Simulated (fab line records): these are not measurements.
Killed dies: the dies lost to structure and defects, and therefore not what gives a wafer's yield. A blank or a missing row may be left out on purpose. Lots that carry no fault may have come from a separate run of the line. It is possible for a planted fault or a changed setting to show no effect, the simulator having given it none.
Split-lot study | flow berkeley_cmos170 | 5 lots, 23 wafers read, on a route of 331 steps

== THE SPLIT ==
At UCB170_CONTACT_CVD_01 (deposits PSG from SiH4/O2/PH3, target thk 700 nm, time 2820 s), the setting temp_c was moved away from the recipe's 450 C on 20 of the 23 wafers read, by -2.6% to +2.2%. All remaining wafers had this setting at the recipe value.

The file shows no step between the split and the reading.

== THE READING ==
CONTACT_PSG_THK at UCB170_CONTACT_THK_MEAS_02, in nm. On this fab line, fault-free wafers typically give 700 nm with a standard deviation of 5.3 nm.

wafer  | tool, chamber at the split | temp_c as run, C | against the recipe | CONTACT_PSG_THK, nm | against lot-mates on the recipe
L074.1 | lpcvd-02, 0                | 450              | recipe             | 697                 | -
L074.3 | lpcvd-02, 0                | 450              | recipe             | 701                 | -
L074.4 | lpcvd-02, 0                | 450              | recipe             | 699                 | -
L077.1 | -, -                       | 438.3            | -2.6%              | 623                 | no lot-mate on the recipe
L077.2 | -, -                       | 438.3            | -2.6%              | 624                 | no lot-mate on the recipe
L077.4 | -, -                       | 438.3            | -2.6%              | 621                 | no lot-mate on the recipe
L077.5 | -, -                       | 438.3            | -2.6%              | 621                 | no lot-mate on the recipe
L077.6 | -, -                       | 438.3            | -2.6%              | 619                 | no lot-mate on the recipe
L081.1 | -, -                       | 460.1            | +2.2%              | 759                 | no lot-mate on the recipe
L081.2 | -, -                       | 460.1            | +2.2%              | 760                 | no lot-mate on the recipe
L081.4 | -, -                       | 460.1            | +2.2%              | 757                 | no lot-mate on the recipe
L081.5 | -, -                       | 460.1            | +2.2%              | 763                 | no lot-mate on the recipe
L081.6 | -, -                       | 460.1            | +2.2%              | 765                 | no lot-mate on the recipe
L083.1 | -, -                       | 455.5            | +1.2%              | 731                 | no lot-mate on the recipe
L083.2 | -, -                       | 455.5            | +1.2%              | 729                 | no lot-mate on the recipe
L083.4 | -, -                       | 455.5            | +1.2%              | 735                 | no lot-mate on the recipe
L083.5 | -, -                       | 455.5            | +1.2%              | 736                 | no lot-mate on the recipe
L083.6 | -, -                       | 455.5            | +1.2%              | 736                 | no lot-mate on the recipe
L085.1 | -, -                       | 440.7            | -2.1%              | 642                 | no lot-mate on the recipe
L085.2 | -, -                       | 440.7            | -2.1%              | 642                 | no lot-mate on the recipe
L085.3 | -, -                       | 440.7            | -2.1%              | 642                 | no lot-mate on the recipe
L085.4 | -, -                       | 440.7            | -2.1%              | 640                 | no lot-mate on the recipe
L085.5 | -, -                       | 440.7            | -2.1%              | 640                 | no lot-mate on the recipe

THE FIT
A straight line over all 23 wafers: CONTACT_PSG_THK changes by +28.5 nm for each +1% of temp_c; r = +1.00; the points scatter about the line by 2.8 nm.
Too few moved wafers with a lot-mate on the recipe to fit a line net of each lot's own level.

== THE WHOLE CHAIN: every reading that the file lists as answering this split, in the file's order ==
step                       | what it does                                                  | reading                                                                       | change (the file's fit)              | r (the file's)
UCB170_CONTACT_CVD_01      | deposits PSG from SiH4/O2/PH3, target thk 700 nm, time 2820 s | PSG_of_CONTACT_CVD_01.thk_nm (the simulator's own value, which no gauge read) | +28.5 nm for each +1% of the setting | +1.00
UCB170_CONTACT_THK_MEAS_02 |                                                               | CONTACT_PSG_THK                                                               | +28.5 for each +1% of the setting    | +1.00

== FILE'S OWN FIT ==
CONTACT_PSG_THK changes by +28.5 nm for each +1% of temp_c, r = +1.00.
